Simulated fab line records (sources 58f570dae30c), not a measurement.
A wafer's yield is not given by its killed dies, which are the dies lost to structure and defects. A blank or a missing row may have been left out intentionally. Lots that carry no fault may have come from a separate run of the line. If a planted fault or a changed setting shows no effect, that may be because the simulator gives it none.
What tool caused it? -- flow berkeley_cmos170 -- 42 wafers from 14 lots sampled at 4 of the route's 331 steps

## WHAT THE GAUGES READ, wafer by wafer
UCB170_V2_CD_MEAS_90: the cd target is 700 nm. Usual: cd_nm reads 699.6 nm (standard deviation 1.5).
lot,measured,on,cd_nm (nm),flag
L223,day 7 23:07,cd_sem-02,697.8 697.6 698.7,
L227,day 9 01:24,cd_sem-02,699.8 702.6 700.0,
L229,day 9 03:36,cd_sem-02,703.1 700.4 700.5,
L232,day 10 04:15,cd_sem-02,699.6 699.8 700.1,
L233,day 10 11:41,cd_sem-02,699.1 700.8 699.0,
L235,day 10 12:15,cd_sem-02,699.5 698.1 699.7,
L238,day 11 07:09,cd_sem-01,698.9 699.8 699.4,
L239,day 11 07:29,cd_sem-01,697.7 700.8 701.1,
L240,day 11 08:36,cd_sem-01,701.8 699.9 700.4,
L241,day 11 22:31,cd_sem-02,700.4 699.8 701.4,
L242,day 12 04:40,cd_sem-01,700.7 698.5 701.4,
L243,day 12 05:11,cd_sem-01,697.5 697.8 699.2,
L244,day 12 17:06,cd_sem-01,698.0 700.7 700.3,
L245,day 12 09:00,cd_sem-02,697.7 696.8 696.8,

UCB170_M3_CD_MEAS_90: the cd target is 700 nm. Usual: cd_nm reads 699 nm (standard deviation 3.6).
lot,measured,on,cd_nm (nm),flag
L223,day 8 02:00,cd_sem-01,699 699 702,
L227,day 9 05:06,cd_sem-01,700 704 703,
L229,day 9 06:40,cd_sem-02,701 701 700,
L232,day 10 07:28,cd_sem-02,700 697 700,
L233,day 10 15:22,cd_sem-01,701 698 702,
L235,day 10 15:59,cd_sem-01,700 702 703,
L238,day 11 10:49,cd_sem-01,697 691 695,
L239,day 11 10:53,cd_sem-02,701 698 700,
L240,day 11 11:31,cd_sem-02,700 700 701,
L241,day 12 02:58,cd_sem-02,699 700 702,
L242,day 12 07:38,cd_sem-01,698 701 697,
L243,day 12 08:02,cd_sem-01,695 696 694,
L244,day 12 22:55,cd_sem-01,703 703 706,
L245,day 12 12:51,cd_sem-02,700 699 701,

## EACH LOT AND THE TOOL THAT RAN IT (in order: tool; ch and the chambers of the sampled wafers; start)
lot,UCB170_NWELL_HMDS_06,UCB170_M3_SPUTTER_01
L223,"litho_track-02 ch 0, day 2 04:43","pvd_sputter-01, day 7 23:16"
L227,"litho_track-04 ch 0, day 3 00:24","pvd_sputter-01, day 9 01:35"
L229,"litho_track-02 ch 0, day 3 06:32","pvd_sputter-01, day 9 03:46"
L232,"litho_track-02 ch 0, day 4 07:31","pvd_sputter-01, day 10 04:26"
L233,"litho_track-02 ch 0, day 4 13:58","pvd_sputter-01, day 10 11:52"
L235,"litho_track-04 ch 0, day 4 18:37","pvd_sputter-01, day 10 12:25"
L238,"litho_track-01 ch 0, day 5 12:46","pvd_sputter-04, day 11 07:20"
L239,"litho_track-04 ch 0, day 5 12:58","pvd_sputter-03, day 11 07:37"
L240,"litho_track-01 ch 0, day 5 19:48","pvd_sputter-01, day 11 08:47"
L241,"litho_track-04 ch 0, day 5 23:37","pvd_sputter-01, day 11 22:42"
L242,"litho_track-01 ch 0, day 6 04:23","pvd_sputter-03, day 12 04:52"
L243,"litho_track-01 ch 0, day 6 10:29","pvd_sputter-01, day 12 05:20"
L244,"litho_track-02 ch 0, day 6 17:35","pvd_sputter-01, day 12 17:16"
L245,"litho_track-01 ch 0, day 6 21:06","pvd_sputter-04, day 12 09:11"
- UCB170_NWELL_HMDS_06: prime time 60 s.
- UCB170_M3_SPUTTER_01: material Al, target thk 900 nm, time 120 s.

## WHAT THE TOOLS THEMSELVES READ (means of the sampled wafers that have a number; where no wafer has one, the mark that the record gives instead)
UCB170_NWELL_HMDS_06. Usual: chill_plate_temp_C 22.99 C, standard deviation 0.11; prime_temp_c 99.99 C, standard deviation 0.12.
lot,tool,chill_plate_temp_C (C),prime_temp_c (C),flag
L223,litho_track-02,22.92,100.00,
L227,litho_track-04,23.03,100.10,
L229,litho_track-02,22.89,99.96,
L232,litho_track-02,22.94,103.54,OFF
L233,litho_track-02,22.98,103.55,OFF
L235,litho_track-04,22.92,99.81,
L238,litho_track-01,23.16,100.14,
L239,litho_track-04,22.92,99.97,
L240,litho_track-01,22.95,100.13,
L241,litho_track-04,23.05,100.00,
L242,litho_track-01,22.97,100.05,
L243,litho_track-01,22.92,100.12,
L244,litho_track-02,22.93,100.03,
L245,litho_track-01,22.92,100.05,

UCB170_M3_SPUTTER_01. Usual: throttle_valve_pct reads 30.0 % (standard deviation 1.2).
lot,tool,throttle_valve_pct (%),flag
L223,pvd_sputter-01,30.9,
L227,pvd_sputter-01,30.9,
L229,pvd_sputter-01,30.2,
L232,pvd_sputter-01,30.7,
L233,pvd_sputter-01,30.3,
L235,pvd_sputter-01,30.3,
L238,pvd_sputter-04,28.6,
L239,pvd_sputter-03,30.3,
L240,pvd_sputter-01,29.5,
L241,pvd_sputter-01,30.1,
L242,pvd_sputter-03,30.5,
L243,pvd_sputter-01,30.4,
L244,pvd_sputter-01,30.2,
L245,pvd_sputter-04,28.6,

## THE ANSWER, worked out from the rows above alone
Rule: lot off if the mean of its wafers having a number is beyond 3 standard deviations from the usual mean. A lot without any number at a reading at which 4 lots or more have one is off too. Any other lot the step has rows for is counted as sound. Order of review: gauges by route order, followed by the tools' own readings, for which a lot's mean as printed above is used. At the first step where some lot is off, the reading lying furthest off is the one used; lots without a number count as furthest.
Off at UCB170_NWELL_HMDS_06 (prime_temp_c): L232, L233.
If a tool, at that step or one of the process steps before it, ran each lot that is off and ran no sound lot following the first of them, it fits. None of those tried fits.

## WHAT THE SIMULATOR HAD PUT IN
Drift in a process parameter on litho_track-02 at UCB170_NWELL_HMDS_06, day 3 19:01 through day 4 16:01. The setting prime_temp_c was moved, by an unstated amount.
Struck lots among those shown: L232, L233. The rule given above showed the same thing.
